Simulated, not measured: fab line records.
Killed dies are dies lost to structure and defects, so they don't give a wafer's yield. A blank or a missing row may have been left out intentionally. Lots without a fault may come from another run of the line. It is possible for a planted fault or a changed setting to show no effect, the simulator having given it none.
fab line records    flow rit-cmos
record: lots: 14  wafers: 42  last-day: 7
route steps=202 shown NRETRO@56
lots that met no fault: from a run of the same line without faults
start-h: hours from the record's opening day to when the first of the lot's shown wafers began    wait-h: hours elapsed since this lot's preceding step    " as in the row above    L1.1+2: one row covering several wafers at once    - value missing, or start not given    * or withheld: withheld    < > ~ a bound
route shown NAME@n: NAME is a module with steps in the file, n the number in the route of the first one    usual: mean/standard deviation of fault-free wafers    same: alike in all rows    chamber/n: place in a boat    sites: the reading at each site    _std_site: their standard deviation    _edge_site: the outer-site mean with the inner-site mean subtracted    radius-mm: for every site, how far away it sits from the centre of the wafer    mask NAME#n: copy n    behind: tool/chamber where the wafer was last shaped    hold: cause of the lot's hold/its duration in hours/its outcome    device: the n, p or np transistor that did not switch    end of line: the same wafers' tests at the end of the route    for a step that has no rows: nothing shown but its recipe    killed: dies that structure and defects cost at the first sort, which is not the same as the wafer's yield    map: a wafer's dies, marking killed ones x, the rest . and places with no die _
set.NAME: the setting that was run; set.NAME@STEP: the one run at that earlier step    model.NAME: the simulator's own value behind a step, which no gauge read
steps of the route over a sample of lots; a table a step, a row a wafer
services: when a tool's chamber went out of use (start-h, in hours from the record's first day, below 0 if earlier), for how many hours, and the reason
== steps ==
step: RIT_NRETRO_EXPOSE_03
recipe: mask-id: M4  na: 0.57  target-cd-nm: 43900  dose-mj: 250
usual: exposure-dose-mJ-cm2: 250.03/0.23  focus-offset-nm: 0.1/0.55  stage-vel-mm-s: 500.07/0.23
lot.wafer  tool              chamber  start-h  wait-h  mask  exposure-dose-mJ-cm2  focus-offset-nm  stage-vel-mm-s
L236.3     iline-stepper-02  0        39.02    0.2     M4#0  249.61                0.2              499.83
L236.4     "                 0        "        "       M4#0  249.75                0.1              499.97
L236.5     "                 0        "        "       M4#0  250.04                0.4              500.12
L238.1     iline-stepper-02  0        50.70    0.1     M4#0  250.04                0.1              500.30
L238.4     "                 0        "        "       M4#0  250.20                -0.3             500.07
L238.5     "                 0        "        "       M4#0  249.97                -0.5             500.26
L241.1     iline-stepper-02  0        64.56    0.1     M4#0  250.01                0.4              500.28
L241.3     "                 0        "        "       M4#0  250.22                -0.4             500.25
L241.5     "                 0        "        "       M4#0  250.29                1.0              499.98
L242.1     iline-stepper-01  0        74.79    0.2     M4#0  250.12                0.3              500.36
L242.3     "                 0        "        "       M4#0  250.31                -0.2             500.11
L242.6     "                 0        "        "       M4#0  250.02                -0.2             500.31
L243.1     iline-stepper-01  -        79.79    0.4     M4#0  -                     -                -
L243.4     "                 -        "        "       M4#0  -                     -                -
L243.6     "                 -        "        "       M4#0  -                     -                -
L245.4     iline-stepper-02  -        87.61    0.2     M4#0  -                     -                -
L245.5     "                 -        "        "       M4#0  -                     -                -
L245.6     "                 -        "        "       M4#0  -                     -                -
L250.1     iline-stepper-02  0        110.26   0.1     M4#0  249.96                -0.5             500.43
L250.5     "                 0        "        "       M4#0  250.21                0.1              499.95
L250.6     "                 0        "        "       M4#0  249.57                0.5              499.75
L251.1     iline-stepper-02  0        115.34   0.1     M4#0  249.82                0.2              499.92
L251.2     "                 0        "        "       M4#0  250.14                -1.0             500.44
L251.5     "                 0        "        "       M4#0  249.81                -0.2             500.11
L252.1     iline-stepper-02  0        119.78   0.1     M4#0  250.27                1.5              499.95
L252.3     "                 0        "        "       M4#0  250.13                -0.1             499.85
L252.5     "                 0        "        "       M4#0  249.90                -0.3             500.24
L253.1     iline-stepper-01  0        125.24   0.2     M4#0  250.00                -1.0             500.22
L253.4     "                 0        "        "       M4#0  250.12                -0.9             499.91
L253.5     "                 0        "        "       M4#0  250.22                1.0              500.36
L254.1     iline-stepper-01  0        128.62   0.1     M4#0  250.56                0.1              499.89
L254.2     "                 0        "        "       M4#0  250.02                -0.1             499.84
L254.6     "                 0        "        "       M4#0  250.09                -0.4             500.07
L255.1     iline-stepper-01  0        133.70   0.1     M4#0  249.76                -0.2             499.99
L255.2     "                 0        "        "       M4#0  249.82                0.0              500.15
L255.5     "                 0        "        "       M4#0  250.07                -0.5             499.91
L256.2     iline-stepper-02  0        139.57   0.2     M4#0  249.96                0.4              499.89
L256.3     "                 0        "        "       M4#0  250.06                -0.4             499.90
L256.5     "                 0        "        "       M4#0  249.83                0.1              499.48
L257.1     iline-stepper-02  0        144.73   0.1     M4#0  250.21                -0.2             500.27
L257.2     "                 0        "        "       M4#0  250.12                0.6              500.05
L257.4     "                 0        "        "       M4#0  250.11                0.1              500.20
== services ==
tool              chamber  start-h  hours  kind
iline-stepper-01  -        37.26    26.9   repair
iline-stepper-01  -        64.20    1.7    pm
iline-stepper-01  0        69.91    -      calibration
iline-stepper-01  -        105.50   5.6    repair
== key ==
first-sign: step: RIT_NRETRO_EXPOSE_03  reading: tool-record  direction: missing
effect none on later readings
met-at RIT_NRETRO_EXPOSE_03
struck-lots L243,L245
sort-left-out L243.1,L243.4,L243.6,L245.4,L245.5,L245.6
tester-left-out L243,L245
onset-between 74.79 79.79
fault: kind: skipped-step-whole  tool: iline-stepper-01,iline-stepper-02  chamber: -  onset-h: 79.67  steps: RIT_NRETRO_EXPOSE_03  scope: struck-lots-only
tester-left-out: of these lots the tester's yield and bins aren't shown, on N5 and GAA mostly nor the transistor test; their killed dies are dies lost to structure and defects alone, not to doping, threshold or leakage, so they don't give the yield
sort-left-out: the simulated sort isn't trusted on such a fault, so these wafers' sort isn't shown, and their yield isn't known
